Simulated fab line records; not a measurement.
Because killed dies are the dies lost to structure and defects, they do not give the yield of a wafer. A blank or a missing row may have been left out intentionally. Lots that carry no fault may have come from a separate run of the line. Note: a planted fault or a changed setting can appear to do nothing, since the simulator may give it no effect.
fab line records :: flow berkeley_cmos170
[record]
  lots = 5
  wafers = 23
route steps=331 shown M2@276 M3@322
start_h: start of the lot's first displayed wafer, in hours after the record's first day :: wait_h: hours since the lot's step before :: " identical to the entry in the row above :: L1.1+2: several wafers, shown together as one row :: - no value present, or no start provided :: * or withheld: withheld :: < > ~ a bound
route shown NAME@n: names a module that has steps shown in the file, with the first one's number in the route :: usual: mean/standard deviation of fault-free wafers :: same: alike in all rows :: chamber/n: place in a boat :: sites: each site's reading :: _std_site: the values' standard deviation :: _edge_site: inner sites' mean taken away from outer sites' mean :: radius_mm: for every site, how far away it sits from the centre of the wafer :: mask NAME#n: copy n :: behind: the last tool/chamber to shape the wafer :: hold: what put the lot on hold/how long, in hours/how the hold closed :: device: the transistor (n, p or np) that didn't switch :: end of line: the tests these same wafers got at the end of their route :: a step given without rows: its recipe and nothing more :: killed: the dies lost at the first sort to structure and to defects; this is not the yield of the wafer :: map: the dies of a wafer, with x for killed, . for not killed, _ for no die there
set.NAME: setting as actually run; set.NAME@STEP: the setting as run at that earlier step :: model.NAME: the simulator's own value behind a step, which no gauge read
lots where settings were altered on purpose, with a table for each step and a row for each wafer
[[steps]]
[step UCB170_M2_COAT_05]
[recipe]
  resist = KrF
  spin_rpm = 1500
  resist_thk_nm = 900
lot.wafer: L075.1
tool: litho_track-01
chamber: 0
start_h: 188.67
wait_h: 0.1
set.resist_thk_nm: 931.3
model.KrF_of_M2_COAT_05.thk_nm: 934

lot.wafer: L075.2
tool: litho_track-01
chamber: 0
start_h: 188.67
wait_h: 0.1
set.resist_thk_nm: 900
model.KrF_of_M2_COAT_05.thk_nm: 905

lot.wafer: L075.3
tool: litho_track-01
chamber: 0
start_h: 188.67
wait_h: 0.1
set.resist_thk_nm: 931.3
model.KrF_of_M2_COAT_05.thk_nm: 932.1

lot.wafer: L075.5
tool: litho_track-01
chamber: 0
start_h: 188.67
wait_h: 0.1
set.resist_thk_nm: 900
model.KrF_of_M2_COAT_05.thk_nm: 902.1

lot.wafer: L075.6
tool: litho_track-01
chamber: 0
start_h: 188.67
wait_h: 0.1
set.resist_thk_nm: 900
model.KrF_of_M2_COAT_05.thk_nm: 906.5

lot.wafer: L076.1
tool: litho_track-01
chamber: 0
start_h: 191.39
wait_h: 0.1
set.resist_thk_nm: 900
model.KrF_of_M2_COAT_05.thk_nm: 908.8

lot.wafer: L076.3
tool: litho_track-01
chamber: 0
start_h: 191.39
wait_h: 0.1
set.resist_thk_nm: 900
model.KrF_of_M2_COAT_05.thk_nm: 906.7

lot.wafer: L076.6
tool: litho_track-01
chamber: 0
start_h: 191.39
wait_h: 0.1
set.resist_thk_nm: 900
model.KrF_of_M2_COAT_05.thk_nm: 905.5

lot.wafer: L077.1
tool: litho_track-04
chamber: 0
start_h: 198.18
wait_h: 0.1
set.resist_thk_nm: 900
model.KrF_of_M2_COAT_05.thk_nm: 901.4

lot.wafer: L077.2+6
tool: litho_track-04
chamber: 0
start_h: 198.18
wait_h: 0.1
set.resist_thk_nm: 926.5
model.KrF_of_M2_COAT_05.thk_nm: 927.1

lot.wafer: L077.3
tool: litho_track-04
chamber: 0
start_h: 198.18
wait_h: 0.1
set.resist_thk_nm: 900
model.KrF_of_M2_COAT_05.thk_nm: 900.2

lot.wafer: L077.4
tool: litho_track-04
chamber: 0
start_h: 198.18
wait_h: 0.1
set.resist_thk_nm: 926.5
model.KrF_of_M2_COAT_05.thk_nm: 927.3

lot.wafer: L080.1
tool: litho_track-01
chamber: 0
start_h: 199.77
wait_h: 0.1
set.resist_thk_nm: 900
model.KrF_of_M2_COAT_05.thk_nm: 901.6

lot.wafer: L080.2
tool: litho_track-01
chamber: 0
start_h: 199.77
wait_h: 0.1
set.resist_thk_nm: 900
model.KrF_of_M2_COAT_05.thk_nm: 899.5

lot.wafer: L080.3
tool: litho_track-01
chamber: 0
start_h: 199.77
wait_h: 0.1
set.resist_thk_nm: 929.7
model.KrF_of_M2_COAT_05.thk_nm: 929.9

lot.wafer: L080.4
tool: litho_track-01
chamber: 0
start_h: 199.77
wait_h: 0.1
set.resist_thk_nm: 929.7
model.KrF_of_M2_COAT_05.thk_nm: 930.3

lot.wafer: L080.5
tool: litho_track-01
chamber: 0
start_h: 199.77
wait_h: 0.1
set.resist_thk_nm: 929.7
model.KrF_of_M2_COAT_05.thk_nm: 931.4

lot.wafer: L084.2
tool: litho_track-01
chamber: 0
start_h: 213.38
wait_h: 0.1
set.resist_thk_nm: 951.9
model.KrF_of_M2_COAT_05.thk_nm: 953.4

lot.wafer: L084.3
tool: litho_track-01
chamber: 0
start_h: 213.38
wait_h: 0.1
set.resist_thk_nm: 951.9
model.KrF_of_M2_COAT_05.thk_nm: 956

lot.wafer: L084.4
tool: litho_track-01
chamber: 0
start_h: 213.38
wait_h: 0.1
set.resist_thk_nm: 900
model.KrF_of_M2_COAT_05.thk_nm: 903.1

lot.wafer: L084.5
tool: litho_track-01
chamber: 0
start_h: 213.38
wait_h: 0.1
set.resist_thk_nm: 900
model.KrF_of_M2_COAT_05.thk_nm: 901.3

lot.wafer: L084.6
tool: litho_track-01
chamber: 0
start_h: 213.38
wait_h: 0.1
set.resist_thk_nm: 900
model.KrF_of_M2_COAT_05.thk_nm: 904.6
[step UCB170_M2_SOFTBAKE_06]
[recipe]
  resist = KrF
  temp_c = 130
  time_s = 60
[step UCB170_M2_STRIP_07]
[recipe]
  chemistry = O2
  power_w = 400
  pressure_mtorr = 3500
  platen_temp_c = withheld
  o2_flow_sccm = 400
  overash_fraction = 0.5
[usual]
  strip_time_to_endpoint_s = 22.02/0.071
lot.wafer: L075.1
tool: plasma_asher-03
chamber: 0
start_h: 188.97
wait_h: 0.1
set.resist_thk_nm@M2_COAT_05: 931.3
strip_time_to_endpoint_s: 22.77

lot.wafer: L075.2
tool: plasma_asher-03
chamber: 1
start_h: 188.97
wait_h: 0.1
set.resist_thk_nm@M2_COAT_05: 900
strip_time_to_endpoint_s: 22.09

lot.wafer: L075.3
tool: plasma_asher-03
chamber: 1
start_h: 188.97
wait_h: 0.1
set.resist_thk_nm@M2_COAT_05: 931.3
strip_time_to_endpoint_s: 22.73

lot.wafer: L075.5
tool: plasma_asher-03
chamber: 0
start_h: 188.97
wait_h: 0.1
set.resist_thk_nm@M2_COAT_05: 900
strip_time_to_endpoint_s: 22.02

lot.wafer: L075.6
tool: plasma_asher-03
chamber: 1
start_h: 188.97
wait_h: 0.1
set.resist_thk_nm@M2_COAT_05: 900
strip_time_to_endpoint_s: 22.14

lot.wafer: L076.1
tool: plasma_asher-01
chamber: 1
start_h: 191.69
wait_h: 0.1
set.resist_thk_nm@M2_COAT_05: 900
strip_time_to_endpoint_s: 22.17

lot.wafer: L076.3
tool: plasma_asher-01
chamber: 1
start_h: 191.69
wait_h: 0.1
set.resist_thk_nm@M2_COAT_05: 900
strip_time_to_endpoint_s: 22.12

lot.wafer: L076.6
tool: plasma_asher-01
chamber: 1
start_h: 191.69
wait_h: 0.1
set.resist_thk_nm@M2_COAT_05: 900
strip_time_to_endpoint_s: 22.11

lot.wafer: L077.1
tool: plasma_asher-01
chamber: 0
start_h: 198.48
wait_h: 0.1
set.resist_thk_nm@M2_COAT_05: 900
strip_time_to_endpoint_s: 21.99

lot.wafer: L077.2
tool: plasma_asher-01
chamber: 1
start_h: 198.48
wait_h: 0.1
set.resist_thk_nm@M2_COAT_05: 926.5
strip_time_to_endpoint_s: 22.63

lot.wafer: L077.3
tool: plasma_asher-01
chamber: 0
start_h: 198.48
wait_h: 0.1
set.resist_thk_nm@M2_COAT_05: 900
strip_time_to_endpoint_s: 21.97

lot.wafer: L077.4
tool: plasma_asher-01
chamber: 1
start_h: 198.48
wait_h: 0.1
set.resist_thk_nm@M2_COAT_05: 926.5
strip_time_to_endpoint_s: 22.63

lot.wafer: L077.6
tool: plasma_asher-01
chamber: 1
start_h: 198.48
wait_h: 0.1
set.resist_thk_nm@M2_COAT_05: 926.5
strip_time_to_endpoint_s: 22.62

lot.wafer: L080.1
tool: plasma_asher-04
chamber: 0
start_h: 200.07
wait_h: 0.1
set.resist_thk_nm@M2_COAT_05: 900
strip_time_to_endpoint_s: 22.00

lot.wafer: L080.2
tool: plasma_asher-04
chamber: 1
start_h: 200.07
wait_h: 0.1
set.resist_thk_nm@M2_COAT_05: 900
strip_time_to_endpoint_s: 21.95

lot.wafer: L080.3
tool: plasma_asher-04
chamber: 1
start_h: 200.07
wait_h: 0.1
set.resist_thk_nm@M2_COAT_05: 929.7
strip_time_to_endpoint_s: 22.67

lot.wafer: L080.4
tool: plasma_asher-04
chamber: 0
start_h: 200.07
wait_h: 0.1
set.resist_thk_nm@M2_COAT_05: 929.7
strip_time_to_endpoint_s: 22.69

lot.wafer: L080.5
tool: plasma_asher-04
chamber: 0
start_h: 200.07
wait_h: 0.1
set.resist_thk_nm@M2_COAT_05: 929.7
strip_time_to_endpoint_s: 22.72

lot.wafer: L084.2
tool: plasma_asher-04
chamber: 0
start_h: 213.65
wait_h: 0.1
set.resist_thk_nm@M2_COAT_05: 951.9
strip_time_to_endpoint_s: 23.24

lot.wafer: L084.3
tool: plasma_asher-04
chamber: 1
start_h: 213.65
wait_h: 0.1
set.resist_thk_nm@M2_COAT_05: 951.9
strip_time_to_endpoint_s: 23.32

lot.wafer: L084.4
tool: plasma_asher-04
chamber: 0
start_h: 213.65
wait_h: 0.1
set.resist_thk_nm@M2_COAT_05: 900
strip_time_to_endpoint_s: 22.03

lot.wafer: L084.5
tool: plasma_asher-04
chamber: 1
start_h: 213.65
wait_h: 0.1
set.resist_thk_nm@M2_COAT_05: 900
strip_time_to_endpoint_s: 21.98

lot.wafer: L084.6
tool: plasma_asher-04
chamber: 0
start_h: 213.65
wait_h: 0.1
set.resist_thk_nm@M2_COAT_05: 900
strip_time_to_endpoint_s: 22.08
[step UCB170_M3_PEB_13]
[recipe]
  peb_temp_c = 130
  peb_time_s = withheld
  resist = KrF
lot.wafer: L075.1+3+5
tool: litho_track-02
chamber: 0
start_h: 195.69
wait_h: 0.3
set.peb_temp_c: 130

lot.wafer: L075.2+6
tool: litho_track-02
chamber: 0
start_h: 195.69
wait_h: 0.3
set.peb_temp_c: 131.6

lot.wafer: L076.1+3+6
tool: litho_track-04
chamber: 0
start_h: 198.93
wait_h: 0.2
set.peb_temp_c: 130

lot.wafer: L077.1+2+4
tool: litho_track-03
chamber: 0
start_h: 206.20
wait_h: 0.4
set.peb_temp_c: 132.3

lot.wafer: L077.3+6
tool: litho_track-03
chamber: 0
start_h: 206.20
wait_h: 0.4
set.peb_temp_c: 130

lot.wafer: L080.1+5
tool: litho_track-03
chamber: 0
start_h: 207.77
wait_h: 0.1
set.peb_temp_c: 130

lot.wafer: L080.2+3+4
tool: litho_track-03
chamber: 0
start_h: 207.77
wait_h: 0.1
set.peb_temp_c: 133

lot.wafer: L084.2+5+6
tool: litho_track-02
chamber: 0
start_h: 221.82
wait_h: 0.1
set.peb_temp_c: 131.3

lot.wafer: L084.3+4
tool: litho_track-02
chamber: 0
start_h: 221.82
wait_h: 0.1
set.peb_temp_c: 130
[step UCB170_M3_DEVELOP_14]
[recipe]
  developer = TMAH
  develop_time_s = 45
  resist = KrF
  dev_temp_c = 21
[step UCB170_M3_CD_MEAS_15]
[recipe]
  target_cd_nm = 700
[usual]
  cd_nm = 699.8/1.9
lot.wafer: L075.1
tool: cd_sem-01
chamber: -
start_h: 195.97
wait_h: -
set.peb_temp_c@M3_PEB_13: 130
cd_nm: 701.3

lot.wafer: L075.2
tool: cd_sem-01
chamber: -
start_h: 195.97
wait_h: -
set.peb_temp_c@M3_PEB_13: 131.6
cd_nm: 691.8

lot.wafer: L075.3
tool: cd_sem-01
chamber: -
start_h: 195.97
wait_h: -
set.peb_temp_c@M3_PEB_13: 130
cd_nm: 702.1

lot.wafer: L075.5
tool: cd_sem-01
chamber: -
start_h: 195.97
wait_h: -
set.peb_temp_c@M3_PEB_13: 130
cd_nm: 701.3

lot.wafer: L075.6
tool: cd_sem-01
chamber: -
start_h: 195.97
wait_h: -
set.peb_temp_c@M3_PEB_13: 131.6
cd_nm: 692.7

lot.wafer: L076.1
tool: cd_sem-01
chamber: -
start_h: 199.20
wait_h: -
set.peb_temp_c@M3_PEB_13: 130
cd_nm: 700.1

lot.wafer: L076.3
tool: cd_sem-01
chamber: -
start_h: 199.20
wait_h: -
set.peb_temp_c@M3_PEB_13: 130
cd_nm: 699.6

lot.wafer: L076.6
tool: cd_sem-01
chamber: -
start_h: 199.20
wait_h: -
set.peb_temp_c@M3_PEB_13: 130
cd_nm: 699.5

lot.wafer: L077.1
tool: cd_sem-01
chamber: -
start_h: 206.48
wait_h: -
set.peb_temp_c@M3_PEB_13: 132.3
cd_nm: 687.5

lot.wafer: L077.2
tool: cd_sem-01
chamber: -
start_h: 206.48
wait_h: -
set.peb_temp_c@M3_PEB_13: 132.3
cd_nm: 688.9

lot.wafer: L077.3
tool: cd_sem-01
chamber: -
start_h: 206.48
wait_h: -
set.peb_temp_c@M3_PEB_13: 130
cd_nm: 701.4

lot.wafer: L077.4
tool: cd_sem-01
chamber: -
start_h: 206.48
wait_h: -
set.peb_temp_c@M3_PEB_13: 132.3
cd_nm: 687.9

lot.wafer: L077.6
tool: cd_sem-01
chamber: -
start_h: 206.48
wait_h: -
set.peb_temp_c@M3_PEB_13: 130
cd_nm: 701.7

lot.wafer: L080.1
tool: cd_sem-01
chamber: -
start_h: 208.04
wait_h: -
set.peb_temp_c@M3_PEB_13: 130
cd_nm: 695.8

lot.wafer: L080.2
tool: cd_sem-01
chamber: -
start_h: 208.04
wait_h: -
set.peb_temp_c@M3_PEB_13: 133
cd_nm: 679.1

lot.wafer: L080.3
tool: cd_sem-01
chamber: -
start_h: 208.04
wait_h: -
set.peb_temp_c@M3_PEB_13: 133
cd_nm: 678.9

lot.wafer: L080.4
tool: cd_sem-01
chamber: -
start_h: 208.04
wait_h: -
set.peb_temp_c@M3_PEB_13: 133
cd_nm: 679.7

lot.wafer: L080.5
tool: cd_sem-01
chamber: -
start_h: 208.04
wait_h: -
set.peb_temp_c@M3_PEB_13: 130
cd_nm: 697.2

lot.wafer: L084.2
tool: cd_sem-01
chamber: -
start_h: 222.09
wait_h: -
set.peb_temp_c@M3_PEB_13: 131.3
cd_nm: 689.1

lot.wafer: L084.3
tool: cd_sem-01
chamber: -
start_h: 222.09
wait_h: -
set.peb_temp_c@M3_PEB_13: 130
cd_nm: 697.4

lot.wafer: L084.4
tool: cd_sem-01
chamber: -
start_h: 222.09
wait_h: -
set.peb_temp_c@M3_PEB_13: 130
cd_nm: 697.2

lot.wafer: L084.5
tool: cd_sem-01
chamber: -
start_h: 222.09
wait_h: -
set.peb_temp_c@M3_PEB_13: 131.3
cd_nm: 690.3

lot.wafer: L084.6
tool: cd_sem-01
chamber: -
start_h: 222.09
wait_h: -
set.peb_temp_c@M3_PEB_13: 131.3
cd_nm: 690.8
[step UCB170_M3_ETCH_17]
[recipe]
  chemistry = N2/H2
  target_depth_a = withheld
  overetch_a = withheld
  target = BARC
  time_s = withheld
  source_w = 500
  bias_w = 100
  pressure_mtorr = 30
  n2_flow_sccm = 100
  h2_flow_sccm = 200
lot.wafer: L075.1
tool: rie_diel-01
chamber: 1
start_h: 196.13
wait_h: 0.0
set.peb_temp_c@M3_PEB_13: 130
model.M3.cd_nm: 701.8

lot.wafer: L075.2
tool: rie_diel-01
chamber: 3
start_h: 196.13
wait_h: 0.0
set.peb_temp_c@M3_PEB_13: 131.6
model.M3.cd_nm: 691.9

lot.wafer: L075.3
tool: rie_diel-01
chamber: 0
start_h: 196.13
wait_h: 0.0
set.peb_temp_c@M3_PEB_13: 130
model.M3.cd_nm: 701.7

lot.wafer: L075.5
tool: rie_diel-01
chamber: 0
start_h: 196.13
wait_h: 0.0
set.peb_temp_c@M3_PEB_13: 130
model.M3.cd_nm: 701.1

lot.wafer: L075.6
tool: rie_diel-01
chamber: 3
start_h: 196.13
wait_h: 0.0
set.peb_temp_c@M3_PEB_13: 131.6
model.M3.cd_nm: 692.5

lot.wafer: L076.1
tool: rie_diel-02
chamber: 2
start_h: 199.36
wait_h: 0.0
set.peb_temp_c@M3_PEB_13: 130
model.M3.cd_nm: 700.4

lot.wafer: L076.3
tool: rie_diel-02
chamber: 0
start_h: 199.36
wait_h: 0.0
set.peb_temp_c@M3_PEB_13: 130
model.M3.cd_nm: 699

lot.wafer: L076.6
tool: rie_diel-02
chamber: 1
start_h: 199.36
wait_h: 0.0
set.peb_temp_c@M3_PEB_13: 130
model.M3.cd_nm: 698.8

lot.wafer: L077.1
tool: rie_diel-02
chamber: 2
start_h: 206.63
wait_h: 0.0
set.peb_temp_c@M3_PEB_13: 132.3
model.M3.cd_nm: 688.6

lot.wafer: L077.2
tool: rie_diel-02
chamber: 0
start_h: 206.63
wait_h: 0.0
set.peb_temp_c@M3_PEB_13: 132.3
model.M3.cd_nm: 688.5

lot.wafer: L077.3
tool: rie_diel-02
chamber: 3
start_h: 206.63
wait_h: 0.0
set.peb_temp_c@M3_PEB_13: 130
model.M3.cd_nm: 700.7

lot.wafer: L077.4
tool: rie_diel-02
chamber: 1
start_h: 206.63
wait_h: 0.0
set.peb_temp_c@M3_PEB_13: 132.3
model.M3.cd_nm: 687

lot.wafer: L077.6
tool: rie_diel-02
chamber: 2
start_h: 206.63
wait_h: 0.0
set.peb_temp_c@M3_PEB_13: 130
model.M3.cd_nm: 702.1

lot.wafer: L080.1
tool: rie_diel-04
chamber: 2
start_h: 208.20
wait_h: 0.0
set.peb_temp_c@M3_PEB_13: 130
model.M3.cd_nm: 695.7

lot.wafer: L080.2+4
tool: rie_diel-04
chamber: 3
start_h: 208.20
wait_h: 0.0
set.peb_temp_c@M3_PEB_13: 133
model.M3.cd_nm: 677.9

lot.wafer: L080.3
tool: rie_diel-04
chamber: 0
start_h: 208.20
wait_h: 0.0
set.peb_temp_c@M3_PEB_13: 133
model.M3.cd_nm: 677.7

lot.wafer: L080.5
tool: rie_diel-04
chamber: 0
start_h: 208.20
wait_h: 0.0
set.peb_temp_c@M3_PEB_13: 130
model.M3.cd_nm: 695.8

lot.wafer: L084.2
tool: rie_diel-02
chamber: 2
start_h: 222.22
wait_h: 0.0
set.peb_temp_c@M3_PEB_13: 131.3
model.M3.cd_nm: 689.9

lot.wafer: L084.3
tool: rie_diel-02
chamber: 0
start_h: 222.22
wait_h: 0.0
set.peb_temp_c@M3_PEB_13: 130
model.M3.cd_nm: 697.8

lot.wafer: L084.4
tool: rie_diel-02
chamber: 1
start_h: 222.22
wait_h: 0.0
set.peb_temp_c@M3_PEB_13: 130
model.M3.cd_nm: 697

lot.wafer: L084.5
tool: rie_diel-02
chamber: 3
start_h: 222.22
wait_h: 0.0
set.peb_temp_c@M3_PEB_13: 131.3
model.M3.cd_nm: 689.2

lot.wafer: L084.6
tool: rie_diel-02
chamber: 0
start_h: 222.22
wait_h: 0.0
set.peb_temp_c@M3_PEB_13: 131.3
model.M3.cd_nm: 690.7
[step UCB170_M3_METAL_ETCH_18]
[recipe]
  chemistry = Cl2/BCl3
  target = Al
  stop_on = SiO2
  pressure_mtorr = 12
  target_depth_a = 11700
  over_etch_frac = 0.3
  time_s = 195
  icp_w = 600
  bias_w = 120
  Cl2_flow_sccm = 90
  bcl3_flow_sccm = 45
lot.wafer: L075.1
tool: rie_metal-04
chamber: 1
start_h: 196.17
wait_h: -
set.icp_w: 549.9
set.peb_temp_c@M3_PEB_13: 130
model.M3.cd_nm: 705.7

lot.wafer: L075.2
tool: rie_metal-04
chamber: 0
start_h: 196.17
wait_h: -
set.icp_w: 600
set.peb_temp_c@M3_PEB_13: 131.6
model.M3.cd_nm: 694.9

lot.wafer: L075.3
tool: rie_metal-04
chamber: 1
start_h: 196.17
wait_h: -
set.icp_w: 600
set.peb_temp_c@M3_PEB_13: 130
model.M3.cd_nm: 700.4

lot.wafer: L075.5
tool: rie_metal-04
chamber: 1
start_h: 196.17
wait_h: -
set.icp_w: 549.9
set.peb_temp_c@M3_PEB_13: 130
model.M3.cd_nm: 704.6

lot.wafer: L075.6
tool: rie_metal-04
chamber: 0
start_h: 196.17
wait_h: -
set.icp_w: 600
set.peb_temp_c@M3_PEB_13: 131.6
model.M3.cd_nm: 696.2

lot.wafer: L076.1
tool: rie_metal-03
chamber: 1
start_h: 199.40
wait_h: -
set.icp_w: 600
set.peb_temp_c@M3_PEB_13: 130
model.M3.cd_nm: 697.2

lot.wafer: L076.3
tool: rie_metal-03
chamber: 1
start_h: 199.40
wait_h: -
set.icp_w: 600
set.peb_temp_c@M3_PEB_13: 130
model.M3.cd_nm: 697.6

lot.wafer: L076.6
tool: rie_metal-03
chamber: 1
start_h: 199.40
wait_h: -
set.icp_w: 600
set.peb_temp_c@M3_PEB_13: 130
model.M3.cd_nm: 695.3

lot.wafer: L077.1
tool: rie_metal-03
chamber: 1
start_h: 206.68
wait_h: -
set.icp_w: 666.2
set.peb_temp_c@M3_PEB_13: 132.3
model.M3.cd_nm: 680.9

lot.wafer: L077.2
tool: rie_metal-03
chamber: 0
start_h: 206.68
wait_h: -
set.icp_w: 600
set.peb_temp_c@M3_PEB_13: 132.3
model.M3.cd_nm: 688.1

lot.wafer: L077.3
tool: rie_metal-03
chamber: 1
start_h: 206.68
wait_h: -
set.icp_w: 666.2
set.peb_temp_c@M3_PEB_13: 130
model.M3.cd_nm: 695

lot.wafer: L077.4
tool: rie_metal-03
chamber: 0
start_h: 206.68
wait_h: -
set.icp_w: 666.2
set.peb_temp_c@M3_PEB_13: 132.3
model.M3.cd_nm: 678.8

lot.wafer: L077.6
tool: rie_metal-03
chamber: 0
start_h: 206.68
wait_h: -
set.icp_w: 600
set.peb_temp_c@M3_PEB_13: 130
model.M3.cd_nm: 701.9

lot.wafer: L080.1
tool: rie_metal-03
chamber: 1
start_h: 208.24
wait_h: -
set.icp_w: 600
set.peb_temp_c@M3_PEB_13: 130
model.M3.cd_nm: 692.8

lot.wafer: L080.2
tool: rie_metal-03
chamber: 1
start_h: 208.24
wait_h: -
set.icp_w: 632.7
set.peb_temp_c@M3_PEB_13: 133
model.M3.cd_nm: 675.8

lot.wafer: L080.3
tool: rie_metal-03
chamber: 1
start_h: 208.24
wait_h: -
set.icp_w: 600
set.peb_temp_c@M3_PEB_13: 133
model.M3.cd_nm: 675.8

lot.wafer: L080.4
tool: rie_metal-03
chamber: 1
start_h: 208.24
wait_h: -
set.icp_w: 632.7
set.peb_temp_c@M3_PEB_13: 133
model.M3.cd_nm: 674.7

lot.wafer: L080.5
tool: rie_metal-03
chamber: 1
start_h: 208.24
wait_h: -
set.icp_w: 600
set.peb_temp_c@M3_PEB_13: 130
model.M3.cd_nm: 696.9

lot.wafer: L084.2
tool: rie_metal-03
chamber: 1
start_h: 222.33
wait_h: -
set.icp_w: 600
set.peb_temp_c@M3_PEB_13: 131.3
model.M3.cd_nm: 687.6

lot.wafer: L084.3
tool: rie_metal-03
chamber: 1
start_h: 222.33
wait_h: -
set.icp_w: 600
set.peb_temp_c@M3_PEB_13: 130
model.M3.cd_nm: 696.3

lot.wafer: L084.4
tool: rie_metal-03
chamber: 1
start_h: 222.33
wait_h: -
set.icp_w: 600
set.peb_temp_c@M3_PEB_13: 130
model.M3.cd_nm: 698

lot.wafer: L084.5
tool: rie_metal-03
chamber: 1
start_h: 222.33
wait_h: -
set.icp_w: 600
set.peb_temp_c@M3_PEB_13: 131.3
model.M3.cd_nm: 689.1

lot.wafer: L084.6
tool: rie_metal-03
chamber: 1
start_h: 222.33
wait_h: -
set.icp_w: 600
set.peb_temp_c@M3_PEB_13: 131.3
model.M3.cd_nm: 688.8
[step UCB170_M3_STRIP_19]
[recipe]
  chemistry = O2
  power_w = 400
  pressure_mtorr = 3500
  platen_temp_c = withheld
  o2_flow_sccm = 400
  overash_fraction = 0.5
[step UCB170_M3_CD_MEAS_90]
[recipe]
  target_cd_nm = 700
[usual]
  cd_nm = 698.1/2.8
lot.wafer: L075.1
tool: cd_sem-01
chamber: -
start_h: 196.46
wait_h: 0.1
set.peb_temp_c@M3_PEB_13: 130
cd_nm: 705.9

lot.wafer: L075.2
tool: cd_sem-01
chamber: -
start_h: 196.46
wait_h: 0.1
set.peb_temp_c@M3_PEB_13: 131.6
cd_nm: 694.8

lot.wafer: L075.3
tool: cd_sem-01
chamber: -
start_h: 196.46
wait_h: 0.1
set.peb_temp_c@M3_PEB_13: 130
cd_nm: 700.5

lot.wafer: L075.5
tool: cd_sem-01
chamber: -
start_h: 196.46
wait_h: 0.1
set.peb_temp_c@M3_PEB_13: 130
cd_nm: 705.0

lot.wafer: L075.6
tool: cd_sem-01
chamber: -
start_h: 196.46
wait_h: 0.1
set.peb_temp_c@M3_PEB_13: 131.6
cd_nm: 696.3

lot.wafer: L076.1
tool: cd_sem-02
chamber: -
start_h: 199.69
wait_h: 0.1
set.peb_temp_c@M3_PEB_13: 130
cd_nm: 697.0

lot.wafer: L076.3
tool: cd_sem-02
chamber: -
start_h: 199.69
wait_h: 0.1
set.peb_temp_c@M3_PEB_13: 130
cd_nm: 697.9

lot.wafer: L076.6
tool: cd_sem-02
chamber: -
start_h: 199.69
wait_h: 0.1
set.peb_temp_c@M3_PEB_13: 130
cd_nm: 695.5

lot.wafer: L077.1
tool: cd_sem-01
chamber: -
start_h: 206.96
wait_h: 0.1
set.peb_temp_c@M3_PEB_13: 132.3
cd_nm: 680.9

lot.wafer: L077.2
tool: cd_sem-01
chamber: -
start_h: 206.96
wait_h: 0.1
set.peb_temp_c@M3_PEB_13: 132.3
cd_nm: 688.0

lot.wafer: L077.3
tool: cd_sem-01
chamber: -
start_h: 206.96
wait_h: 0.1
set.peb_temp_c@M3_PEB_13: 130
cd_nm: 694.9

lot.wafer: L077.4
tool: cd_sem-01
chamber: -
start_h: 206.96
wait_h: 0.1
set.peb_temp_c@M3_PEB_13: 132.3
cd_nm: 679.1

lot.wafer: L077.6
tool: cd_sem-01
chamber: -
start_h: 206.96
wait_h: 0.1
set.peb_temp_c@M3_PEB_13: 130
cd_nm: 701.6

lot.wafer: L080.1
tool: cd_sem-01
chamber: -
start_h: 208.72
wait_h: 0.1
set.peb_temp_c@M3_PEB_13: 130
cd_nm: 692.6

lot.wafer: L080.2
tool: cd_sem-01
chamber: -
start_h: 208.72
wait_h: 0.1
set.peb_temp_c@M3_PEB_13: 133
cd_nm: 675.7

lot.wafer: L080.3
tool: cd_sem-01
chamber: -
start_h: 208.72
wait_h: 0.1
set.peb_temp_c@M3_PEB_13: 133
cd_nm: 675.6

lot.wafer: L080.4
tool: cd_sem-01
chamber: -
start_h: 208.72
wait_h: 0.1
set.peb_temp_c@M3_PEB_13: 133
cd_nm: 674.6

lot.wafer: L080.5
tool: cd_sem-01
chamber: -
start_h: 208.72
wait_h: 0.1
set.peb_temp_c@M3_PEB_13: 130
cd_nm: 696.9

lot.wafer: L084.2
tool: cd_sem-02
chamber: -
start_h: 222.76
wait_h: 0.1
set.peb_temp_c@M3_PEB_13: 131.3
cd_nm: 687.7

lot.wafer: L084.3
tool: cd_sem-02
chamber: -
start_h: 222.76
wait_h: 0.1
set.peb_temp_c@M3_PEB_13: 130
cd_nm: 696.6

lot.wafer: L084.4
tool: cd_sem-02
chamber: -
start_h: 222.76
wait_h: 0.1
set.peb_temp_c@M3_PEB_13: 130
cd_nm: 698.3

lot.wafer: L084.5
tool: cd_sem-02
chamber: -
start_h: 222.76
wait_h: 0.1
set.peb_temp_c@M3_PEB_13: 131.3
cd_nm: 689.1

lot.wafer: L084.6
tool: cd_sem-02
chamber: -
start_h: 222.76
wait_h: 0.1
set.peb_temp_c@M3_PEB_13: 131.3
cd_nm: 688.9
[[key]]
[split]
  step = UCB170_M2_COAT_05
  setting = resist_thk_nm
  stated = 900
  by = wafer
[response]
  step = UCB170_M2_COAT_05
  reading = model.KrF_of_M2_COAT_05.thk_nm
  change = +8.84
  per = 1%
  r = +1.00
[response]
  step = UCB170_M2_STRIP_07
  reading = strip_time_to_endpoint_s
  change = *
  per = 1%
  r = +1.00
[split]
  step = UCB170_M3_PEB_13
  setting = peb_temp_c
  stated = 130
  by = wafer
[response]
  step = UCB170_M3_CD_MEAS_15
  reading = cd_nm
  change = -7.49
  per = 1%
  r = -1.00
[response]
  step = UCB170_M3_ETCH_17
  reading = model.M3.cd_nm
  change = -7.65
  per = 1%
  r = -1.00
[response]
  step = UCB170_M3_METAL_ETCH_18
  reading = model.M3.cd_nm
  change = -8.33
  per = 1%
  r = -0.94
[response]
  step = UCB170_M3_CD_MEAS_90
  reading = cd_nm
  change = -8.33
  per = 1%
  r = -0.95
[split]
  step = UCB170_M3_METAL_ETCH_18
  setting = icp_w
  stated = 600
  by = wafer
response none clear
